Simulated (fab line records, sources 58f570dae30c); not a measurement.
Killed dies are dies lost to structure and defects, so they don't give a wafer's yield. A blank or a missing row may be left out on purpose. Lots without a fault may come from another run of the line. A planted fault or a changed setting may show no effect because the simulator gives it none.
A struck lot beside a sound one | flow berkeley_cmos170 | 14 steps out of a route of 331
Sound: wafers L795.2, L795.4, L795.6. Struck: wafers L811.1, L811.4, L811.6. The cause comes at the end.
At each step with rows: each side's tool, then ch and its chambers, then its first start. Under that, the readings that differ: sound wafers | struck wafers | difference of the means | sigmas: that difference in standard deviations of wafers without a fault.
alike: readings whose means differ by less than 2 such deviations, and words and numbers that are the same on both sides. not compared: withheld readings, readings that some wafer has no value for, bounds like >300 that may hide the same value, and numbers for which the record gives no deviation and whose values overlap.
The two part at a step that has a row with sigmas, a row that says differs or no value, or rows on one side only. Numbers that don't overlap but have no deviation are shown without sigmas and don't part them. A reading that every wafer of one side lacks parts them only if that side has two wafers or more.

UCB170_M2_METAL_ETCH_18: etches Al in Cl2/BCl3, stops on SiO2, target depth 1170 nm, time 195 s.
  sound on rie_metal-03 ch 0,1, day 7 09:43; struck on rie_metal-03 ch 0,1, day 10 23:13
  alike: drypump_motor_current_A, oes_product_au, throttle_valve_pct
  not compared: rf_hours_counter_h
UCB170_M2_STRIP_19: strips in O2.
  sound on plasma_asher-04 ch 0,1, day 7 09:55; struck on plasma_asher-02 ch 0, day 10 23:25
  alike: drypump_motor_current_A, oes_product_au
  not compared: rf_hours_counter_h
UCB170_M2_CD_MEAS_90: target cd 700 nm.
  sound on cd_sem-02, day 7 10:02; struck on cd_sem-02, day 10 23:32
  alike: cd_nm
UCB170_V2_CVD_00: deposits SiO2 from TEOS/O2, target thk 2000 nm, time 250 s.
  sound on pecvd-03 ch 0,1,2, day 7 10:08; struck on pecvd-01 ch 0,1,2, day 10 23:40
  alike: heater_power_w
UCB170_V2_THK_MEAS_01:
  sound on film_metro-03, day 7 10:18; struck on film_metro-02, day 10 23:49
  alike: V2_TEOS_THK
UCB170_V2_CMP_02: polishes SiO2.
  sound on cmp-02 ch 0,3, day 7 10:24; struck on cmp-02 ch 1,3, day 10 23:53
  alike: motor_current_A
UCB170_V2_BOW_MEAS_03:
  sound on film_metro-04, day 7 10:40; struck on film_metro-03, day 11 00:11
  alike: V2_BOW
UCB170_V2_THK_MEAS_04:
  sound on film_metro-04, day 7 10:47; struck on film_metro-03, day 11 00:18
  alike: V2_POLISHED_THK
then, 4 steps without rows for these wafers: UCB170_V2_CLEAN_05 (cleans in DIW); UCB170_V2_HMDS_06 (prime time 60 s); UCB170_V2_COAT_07 (resist thk 900 nm); UCB170_V2_SOFTBAKE_08 (time 60 s).
UCB170_V2_EXPOSE_09: exposes mask VIA2, target cd 700 nm.
  sound on krf_scanner-02 ch 0, day 7 12:25; struck on krf_scanner-02, day 11 01:29
  no value came back on the struck wafers for exposure_dose_mJ_cm2, focus_offset_nm (nm); on the sound wafers exposure_dose_mJ_cm2 reads 36.93 36.89 36.94
  alike: mask
then, 1 step without rows for these wafers: UCB170_V2_PEB_10.

WHERE THEY PART
Only at UCB170_V2_EXPOSE_09, within this record.

WHY: what the simulator had put in
Skipped step whole: krf_scanner-02, from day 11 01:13 on, at UCB170_V2_EXPOSE_09. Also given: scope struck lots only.
